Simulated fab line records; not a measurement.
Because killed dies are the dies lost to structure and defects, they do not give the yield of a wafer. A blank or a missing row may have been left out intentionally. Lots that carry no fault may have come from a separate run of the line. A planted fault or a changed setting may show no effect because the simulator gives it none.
fab line records	flow ritCmos
record lots=13	wafers=37	lastDay=7
route steps=202 shown M1@184
lots with no fault: from the same line, run without faults
startH: hours from the record's opening day to when the first of the lot's shown wafers began	waitH: time in hours since the lot's previous step	" unchanged from the row above	L1.1+2: a single row standing in for several wafers	- either no value or no given start	* or withheld: withheld	< > ~ a bound
route shown NAME@n: a module of which the file shows steps, and the number in the route of the first	usual: the fault-free wafers' mean and standard deviation	same: alike in all rows	chamber/n: place in a boat	sites: the reading at each site	_std_site: their standard deviation	_edge_site: the outer-site mean with the inner-site mean subtracted	radiusMm: for every site, how far away it sits from the centre of the wafer	mask NAME#n: copy n	behind: the last tool/chamber to shape the wafer	hold: why the lot went on hold/how many hours it stayed there/how the hold came to an end	device: whichever transistor did not switch (one of n, p or np)	end of line: the route-end tests of the same wafers	where a step has no rows: the recipe by itself	killed: the dies lost at the first sort to structure and to defects; this is not the yield of the wafer	map: the dies of a wafer, with x for killed, . for not killed, _ for no die there
set.NAME: the setting that was run; set.NAME@STEP: the one run at that earlier step	model.NAME: the simulator's own value behind a step, which no gauge read
the route's steps for a sample of lots (tables are steps, rows are wafers)
services: a tool's chamber out of use, with start hour (startH, from the record's first day; less than 0 if before it), hours out, and reason
## steps
# step RIT_M1_SPUTTER_00
# recipe material=Al	targetThkNm=400	powerW=2000	chamberPressurePa=0.4	gas=Ar	timeS=500	substrateTempC=25
# usual cathodeDcPowerW=2000.0/0.36	chamberPressurePa=0.4001/0.00084	throttleValvePct=30.2/0.69
lot.wafer	tool	chamber	startH	waitH	cathodeDcPowerW	chamberPressurePa	throttleValvePct
L863.1	pvdSputter-02	-	59.01	0.0	2000.1	0.4000	31.2
L863.2	"	-	"	"	2000.6	0.3991	29.4
L863.5	"	-	"	"	2000.6	0.3992	29.4
L865.1	pvdSputter-03	-	62.95	0.0	2000.0	0.4013	29.8
L865.3	"	-	"	"	2000.0	0.4003	30.2
L865.5	"	-	"	"	1999.5	0.4003	30.2
L866.2	pvdSputter-02	-	67.24	0.0	2000.0	0.4001	29.4
L866.3	"	-	"	"	1999.4	0.4006	30.9
L866.5	"	-	"	"	1999.9	0.3989	29.7
L867.1	pvdSputter-04	-	73.81	0.0	2000.5	0.4008	30.1
L867.3	"	-	"	"	1999.9	0.3996	28.9
L867.4	"	-	"	"	2000.4	0.4009	29.5
L868.1	pvdSputter-02	-	78.54	0.0	1999.2	0.4003	29.9
L868.4	"	-	"	"	1999.9	0.4002	29.4
L868.6	"	-	"	"	1999.4	0.3999	31.2
L869.2	pvdSputter-04	-	83.20	0.0	2000.3	0.4008	30.0
L869.4	"	-	"	"	1999.7	0.3990	30.3
L869.6	"	-	"	"	2000.7	0.4001	30.2
L870.1	pvdSputter-02	-	87.00	0.0	1999.8	0.4019	31.0
L870.4	"	-	"	"	1999.3	0.4005	30.0
L870.6	"	-	"	"	2000.1	0.4004	29.8
L873.1	pvdSputter-02	-	104.45	0.0	893.4	0.3999	29.3
L874.3	pvdSputter-03	-	107.69	0.0	2000.1	0.4005	30.0
L874.5	"	-	"	"	1999.9	0.4004	31.7
L874.6	"	-	"	"	2000.3	0.3992	30.2
L880.1	pvdSputter-03	-	137.89	0.0	2000.4	0.3989	29.6
L880.2	"	-	"	"	2000.2	0.4000	31.5
L880.3	"	-	"	"	2000.6	0.3990	30.0
L882.1	pvdSputter-03	-	148.07	0.0	1999.8	0.4004	31.6
L882.2	"	-	"	"	1999.9	0.3998	30.0
L882.5	"	-	"	"	2000.2	0.3999	30.1
L884.2	pvdSputter-03	-	157.29	0.0	1999.8	0.4012	29.6
L884.3	"	-	"	"	1999.1	0.3985	31.9
L884.4	"	-	"	"	2000.5	0.3993	30.2
L886.1	pvdSputter-03	-	168.05	0.0	2000.2	0.4003	29.6
L886.2	"	-	"	"	2000.3	0.3994	31.4
L886.4	"	-	"	"	2000.5	0.4000	29.9
# step RIT_M1_RS_MEAS_01
# recipe thkMeasGauge=four-point-probe	reads=Al_of_M1_SPUTTER_00
# usual M1_AL_RS=0.0734/0.00096
lot.wafer	tool	chamber	startH	waitH	hold	M1_AL_RS[ohm/sq]
L863.1	filmMetro-03	-	59.31	0.1	-	0.0726
L863.2	"	-	"	"	-	0.0731
L863.5	"	-	"	"	-	0.0727
L865.1	filmMetro-01	-	63.25	0.1	-	0.0741
L865.3	"	-	"	"	-	0.0741
L865.5	"	-	"	"	-	0.0741
L866.2	filmMetro-04	-	67.56	0.2	-	0.0734
L866.3	"	-	"	"	-	0.0731
L866.5	"	-	"	"	-	0.0737
L867.1	filmMetro-04	-	74.10	0.1	-	0.0746
L867.3	"	-	"	"	-	0.0743
L867.4	"	-	"	"	-	0.0751
L868.1	filmMetro-04	-	78.84	0.1	-	0.0728
L868.4	"	-	"	"	-	0.0733
L868.6	"	-	"	"	-	0.0737
L869.2	filmMetro-04	-	83.52	0.2	-	0.0741
L869.4	"	-	"	"	-	0.0753
L869.6	"	-	"	"	-	0.0740
L870.1	filmMetro-01	-	87.30	0.1	-	0.0720
L870.4	"	-	"	"	-	0.0713
L870.6	"	-	"	"	-	0.0720
L873.1	filmMetro-01	-	104.74	0.1	awaitDispo/0.2h/release	0.1704
L873.1	filmMetro-01	-	105.03	0.3	-	0.1710
L874.3	filmMetro-03	-	108.02	0.2	-	0.0732
L874.5	"	-	"	"	-	0.0736
L874.6	"	-	"	"	-	0.0720
L880.1	filmMetro-04	-	138.18	0.1	-	0.0726
L880.2	"	-	"	"	-	0.0735
L880.3	"	-	"	"	-	0.0716
L882.1	filmMetro-03	-	148.37	0.1	-	0.0727
L882.2	"	-	"	"	-	0.0719
L882.5	"	-	"	"	-	0.0716
L884.2	filmMetro-04	-	157.61	0.2	-	0.0728
L884.3	"	-	"	"	-	0.0744
L884.4	"	-	"	"	-	0.0736
L886.1	filmMetro-01	-	168.35	0.1	-	0.0746
L886.2	"	-	"	"	-	0.0745
L886.4	"	-	"	"	-	0.0736
# step RIT_M1_THK_MEAS_02
# recipe thkMeasGauge=xrf	reads=Al_of_M1_SPUTTER_00
# usual M1_AL_THK=400/5.5
lot.wafer	tool	chamber	startH	waitH	hold	M1_AL_THK[nm]
L863.1	filmMetro-03	-	59.43	0.1	-	406
L863.2	"	-	"	"	-	402
L863.5	"	-	"	"	-	406
L865.1	filmMetro-01	-	63.37	0.1	-	396
L865.3	"	-	"	"	-	395
L865.5	"	-	"	"	-	400
L866.2	filmMetro-04	-	67.67	0.1	-	401
L866.3	"	-	"	"	-	402
L866.5	"	-	"	"	-	400
L867.1	filmMetro-04	-	74.22	0.1	-	393
L867.3	"	-	"	"	-	393
L867.4	"	-	"	"	-	390
L868.1	filmMetro-04	-	78.96	0.1	-	405
L868.4	"	-	"	"	-	398
L868.6	"	-	"	"	-	397
L869.2	filmMetro-04	-	83.63	0.1	-	396
L869.4	"	-	"	"	-	388
L869.6	"	-	"	"	-	396
L870.1	filmMetro-01	-	87.42	0.1	-	406
L870.4	"	-	"	"	-	410
L870.6	"	-	"	"	-	409
L874.3	filmMetro-03	-	108.12	0.1	-	400
L874.5	"	-	"	"	-	398
L874.6	"	-	"	"	-	404
L873.1	filmMetro-01	-	110.61	5.6	awaitDispo/0.2h/release	179
L873.1	filmMetro-01	-	110.83	0.2	-	179
L880.1	filmMetro-04	-	138.30	0.1	-	404
L880.2	"	-	"	"	-	400
L880.3	"	-	"	"	-	411
L882.1	filmMetro-03	-	148.49	0.1	-	404
L882.2	"	-	"	"	-	408
L882.5	"	-	"	"	-	412
L884.2	filmMetro-04	-	157.72	0.1	-	403
L884.3	"	-	"	"	-	395
L884.4	"	-	"	"	-	397
L886.1	filmMetro-01	-	168.47	0.1	-	395
L886.2	"	-	"	"	-	393
L886.4	"	-	"	"	-	398
# step RIT_M1_METAL_ETCH_12
# recipe stopOn=SiO2	chemistry=Cl2/BCl3	target=Al	timeS=165	overEtchFrac=0.5	pressureMtorr=100	targetDepthA=6000	rfW=250	Cl2_flow_sccm=60	bcl3FlowSccm=50
# usual drypumpMotorCurrentA=6.0/0.52	oesProductAu=0.776/0.0082	rfFwdPowerW=249.1/0.71	throttleValvePct=8.30/0.083
lot.wafer	tool	chamber	startH	waitH	drypumpMotorCurrentA	oesProductAu	rfFwdPowerW	rfHoursCounterH	throttleValvePct
L863.1	rieMetal-02	1	60.78	0.2	6.7	0.772	247.1	37	8.38
L863.2	"	0	"	"	5.7	0.776	249.1	38	8.26
L863.5	"	1	"	"	6.7	0.774	248.3	-	8.39
L865.1	rieMetal-03	1	64.71	0.2	5.6	0.768	249.3	1	8.22
L865.3	"	0	"	"	5.9	0.772	249.2	-	8.32
L865.5	"	1	"	"	5.6	0.777	249.3	-	8.23
L866.2	rieMetal-02	1	69.00	0.2	6.7	0.781	250.8	37	8.39
L866.3	"	0	"	"	5.7	0.767	248.8	-	8.26
L866.5	"	0	"	"	5.7	0.778	249.8	-	8.24
L867.1	rieMetal-01	0	75.69	0.2	5.3	0.768	249.0	2	8.41
L867.3	"	1	"	"	6.6	0.779	248.4	-	8.17
L867.4	"	0	"	"	5.3	0.764	248.6	-	8.40
L868.1	rieMetal-03	0	80.43	0.2	5.9	0.782	247.6	1	8.33
L868.4	"	0	"	"	5.9	0.777	248.5	-	8.33
L868.6	"	0	"	"	5.9	0.775	249.2	-	8.33
L869.2	rieMetal-02	1	85.09	0.2	6.7	0.774	249.2	37	8.39
L869.4	"	1	"	"	6.7	0.766	249.3	-	8.39
L869.6	"	1	"	"	6.7	0.770	248.1	-	8.40
L870.1	rieMetal-01	0	88.90	0.2	5.3	0.774	249.2	2	8.42
L870.4	"	1	"	"	6.6	0.797	248.5	-	8.18
L870.6	"	1	"	"	6.6	0.790	248.6	-	8.19
L874.3	rieMetal-03	1	109.65	0.2	5.6	0.780	248.8	-	8.21
L874.5	"	1	"	"	5.6	0.770	248.6	-	8.23
L874.6	"	0	"	"	5.9	0.790	248.2	-	8.32
L873.1	rieMetal-01	1	115.08	0.2	6.6	0.526	248.5	3	8.22
L880.1	rieMetal-03	0	139.65	0.2	5.9	0.781	248.9	2	8.32
L880.2	"	1	"	"	5.6	0.775	248.2	2	8.22
L880.3	"	0	"	"	5.9	0.785	249.3	-	8.30
L882.1	rieMetal-03	0	150.06	0.2	5.9	0.778	247.7	2	8.32
L882.2	"	1	"	"	5.6	0.785	249.9	2	8.21
L882.5	"	0	"	"	5.9	0.788	249.4	-	8.31
L884.2	rieMetal-02	0	159.18	0.2	5.7	0.796	249.4	0	8.28
L884.3	"	0	"	"	5.7	0.789	249.4	-	8.29
L884.4	"	1	"	"	6.7	0.773	249.4	-	8.37
L886.1	rieMetal-01	0	169.81	0.2	5.3	0.769	248.5	3	8.42
L886.2	"	1	"	"	6.6	0.781	248.8	4	8.17
L886.4	"	0	"	"	5.3	0.775	248.8	-	8.41
# step RIT_M1_PROBE_99
# usual defectLimitedYield=97.5/1.2	killedAtContacts=0.1/0.31	killedAtFrontEnd=7/3.1	killedDies=7/3.1	killedOpen=3.3/1.9	killedShort=3.3/2	sort_bin_3_pad_short=0.1/0.21	sort_bin_5_function=1.5/0.88	sort_bin_6_memory=0.9/0.64	sortNPass=257/3.1	sortYieldPct=97.5/1.2
# same grossDies=264	killed_at_M0_to_M3=0	killed_at_M4_up=0	killedAtBackSide=0	killedAtOther=0
lot.wafer	tool	chamber	startH	waitH	defectLimitedYield[%]	killedAtContacts	killedAtFrontEnd	killedDies	killedOpen	killedShort	sort_bin_3_pad_short[%]	sort_bin_5_function[%]	sort_bin_6_memory[%]	sortNPass	sortYieldPct[%]
L880.1	prober-01	-	141.92	0.1	98.1	0	5	5	3	1	0	1.9	0	259	98.1
L880.2	prober-01	-	141.97	0.1	98.5	0	4	4	2	1	0	1.1	0.4	260	98.5
L880.3	prober-01	-	142.02	0.2	98.5	0	4	4	1	2	0.4	0	1.1	260	98.5
# killed by level:class
L880.1 REOX:geometricParticle:open=1 REOX:geometricParticle:short=1 SPACER:geometricParticle:open=1 SILICIDE:geometricParticle:open=1 NLDD:coatMicrobubblePrinted=1
L880.2 FOX1:geometricParticle:short=1 GATE:geometricParticle:open=1 SPACER:geometricParticle:open=1 NLDD:coatMicrobubblePrinted=1
L880.3 FOX1:geometricParticle:short=1 GATE:geometricParticle:short=1 SILICIDE:geometricParticle:open=1 NLDD:coatMicrobubblePrinted=1
## services
tool	chamber	startH	hours	kind
pvdSputter-03	-	94.38	10.6	repair
rieMetal-03	1	113.15	4.3	repair
rieMetal-02	-	136.12	20.0	pm
rieMetal-02	0	136.12	20.0	ventCycle
rieMetal-02	1	136.12	20.0	ventCycle
rieMetal-02	0	156.12	-	clean
rieMetal-02	1	156.12	-	clean
## key
firstSign step=RIT_M1_SPUTTER_00	reading=cathodeDcPowerW	direction=down	sigmas=99+	usual=2000.0	struck=893.4
effect step=RIT_M1_RS_MEAS_01	reading=visit	direction=added
effect step=RIT_M1_RS_MEAS_01	reading=M1_AL_RS	direction=up	sigmas=99+	usual=0.0734	struck=0.1704
effect step=RIT_M1_THK_MEAS_02	reading=visit	direction=added
effect step=RIT_M1_THK_MEAS_02	reading=M1_AL_THK	direction=down	sigmas=41	usual=400	struck=179
effect step=RIT_M1_METAL_ETCH_12	reading=oesProductAu	direction=down	sigmas=30	usual=0.776	struck=0.526
metAt RIT_M1_SPUTTER_00
struckLots L873
struckWafers L873.1
rowsEnd L873.1
onsetBetween 78.54 104.45
fault kind=processParameterDrift	tool=pvdSputter-02	chamber=-	onsetH=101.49	steps=RIT_M1_SPUTTER_00	channel=powerW	offset=-1106.3	shape=step	endH=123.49	stated=2000	scope=struckWafersOnly
# rowsEnd: these wafers met a further fault down the route, and their rows from its step on are left out
